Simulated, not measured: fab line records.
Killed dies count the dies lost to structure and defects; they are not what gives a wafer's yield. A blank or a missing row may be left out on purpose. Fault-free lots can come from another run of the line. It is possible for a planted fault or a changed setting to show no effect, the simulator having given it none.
Chamber matching || flow ritCmos || RIT_GATE_ETCH_19 on rieSi-01 has 4 sister chambers
The step etches poly-Si in SF6/CHF3/O2, stops on SiO2, time 165 s, target depth 312.5 nm. 4 wafers are shown with their chamber, then 7 later ones without.

WAFERS PAIRED WITH THEIR CHAMBERS
{"wafer": "L692.5", "chamber": 0, "drypumpMotorCurrentA (A)": 6.2}
{"wafer": "L699.6", "chamber": 2, "drypumpMotorCurrentA (A)": 5.3}
{"wafer": "L701.2", "chamber": 3, "drypumpMotorCurrentA (A)": 6.0}
{"wafer": "L701.5", "chamber": 1, "drypumpMotorCurrentA (A)": 6.5}

WAFERS WHOSE CHAMBER IS MISSING
{"wafer": "L701.6", "drypumpMotorCurrentA (A)": 6.2}
{"wafer": "L703.1", "drypumpMotorCurrentA (A)": 6.5}
{"wafer": "L703.3", "drypumpMotorCurrentA (A)": 6.2}
{"wafer": "L703.6", "drypumpMotorCurrentA (A)": 6.3}
{"wafer": "L709.1", "drypumpMotorCurrentA (A)": 5.3}
{"wafer": "L709.4", "drypumpMotorCurrentA (A)": 6.5}
{"wafer": "L709.6", "drypumpMotorCurrentA (A)": 6.0}

EACH ONE'S CHAMBER
{"wafer": "L701.6", "from the rows above": 0, "in truth": 0}
{"wafer": "L703.1", "from the rows above": 1, "in truth": 1}
{"wafer": "L703.3", "from the rows above": 0, "in truth": 0}
{"wafer": "L703.6", "from the rows above": 0, "in truth": 0}
{"wafer": "L709.1", "from the rows above": 2, "in truth": 2}
{"wafer": "L709.4", "from the rows above": 1, "in truth": 1}
{"wafer": "L709.6", "from the rows above": 3, "in truth": 3}
Correctly placed: 7 of 7. Can't be placed from these rows: 0. Placed wrongly: 0.
How it was worked out, from the rows above alone: a wafer's distance from a chamber is the root of the sum, over the readings, of the square of ((its reading less the chamber's mean) divided by the reading's scatter). If the next closest chamber is less than 2 further off than the closest, the wafer can't be placed; otherwise it belongs to the closest. For every chamber, the mean is computed from those of its wafers that are shown. The scatter: root of mean squared gap, hidden wafer to nearest shown wafer, with one shown wafer a chamber.
